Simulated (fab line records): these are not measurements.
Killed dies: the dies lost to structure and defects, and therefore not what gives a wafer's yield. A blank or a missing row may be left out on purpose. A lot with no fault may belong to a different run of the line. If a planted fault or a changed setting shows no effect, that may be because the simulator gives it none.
Which tool did it? | flow berkeley-cmos170 | 21 wafers from 7 lots sampled at 2 of the route's 331 steps

WHAT EACH GAUGE READ, for each wafer
UCB170_CONTACT_THK_MEAS_02.
lot  | measured     | on            | CONTACT_PSG_THK (nm)
L470 | day 8 07:37  | film-metro-03 | 708 713 711
L473 | day 8 09:22  | film-metro-04 | 697 700 700
L476 | day 9 20:53  | film-metro-03 | 693 693 700
L479 | day 9 23:58  | film-metro-04 | 705 707 711
L480 | day 10 00:37 | film-metro-04 | 699 701 703
L482 | day 11 02:59 | film-metro-02 | 688 694 693
L485 | day 11 22:27 | film-metro-04 | 980 981 980

TOOL THAT RAN EACH LOT (tool first, then ch and the chambers of the sampled wafers, then the start)
lot  | UCB170_CONTACT_CVD_01
L470 | lpcvd-01 ch 0, day 8 05:48
L473 | lpcvd-01 ch 1, day 8 07:35
L476 | lpcvd-01 ch 0, day 9 19:06
L479 | lpcvd-02 ch 1, day 9 22:11
L480 | lpcvd-01 ch 1, day 9 22:49
L482 | lpcvd-01 ch 0, day 11 01:11
L485 | lpcvd-01 ch 0, day 11 19:46
- UCB170_CONTACT_CVD_01: deposits PSG from SiH4/O2/PH3, target thk 700 nm, time 2820 s.

THE ANSWER, worked out from the rows above alone
Rule: the usual values come from the lots themselves. Put in order of their means at a reading, lots are off if they are a third of the lots or fewer, leave a main group of 4 or more, and stand apart from it by a gap of 3 or more times the standard deviation of the main group's means; of several such gaps the widest counts. A main group is skipped when, at the precision printed for the reading in the tables above, its means are all equal. A lot without any number at a reading at which 4 lots or more have one is off too. Where the step has rows for the other lots, those lots are counted as sound.
Off: at UCB170_CONTACT_THK_MEAS_02 (CONTACT_PSG_THK), L485. For the main group the mean is 701 nm and the standard deviation 6.6.
If a tool, at a process step before that reading, ran all the lots that are off and no sound lot after the first of them, it fits. Gauges at UCB170_CONTACT_THK_MEAS_02: tried the same way as those tools. This does not decide it: 2 tools fit, namely lpcvd-01 at UCB170_CONTACT_CVD_01 and film-metro-04 at UCB170_CONTACT_THK_MEAS_02.

WHAT WAS PUT IN BY THE SIMULATOR
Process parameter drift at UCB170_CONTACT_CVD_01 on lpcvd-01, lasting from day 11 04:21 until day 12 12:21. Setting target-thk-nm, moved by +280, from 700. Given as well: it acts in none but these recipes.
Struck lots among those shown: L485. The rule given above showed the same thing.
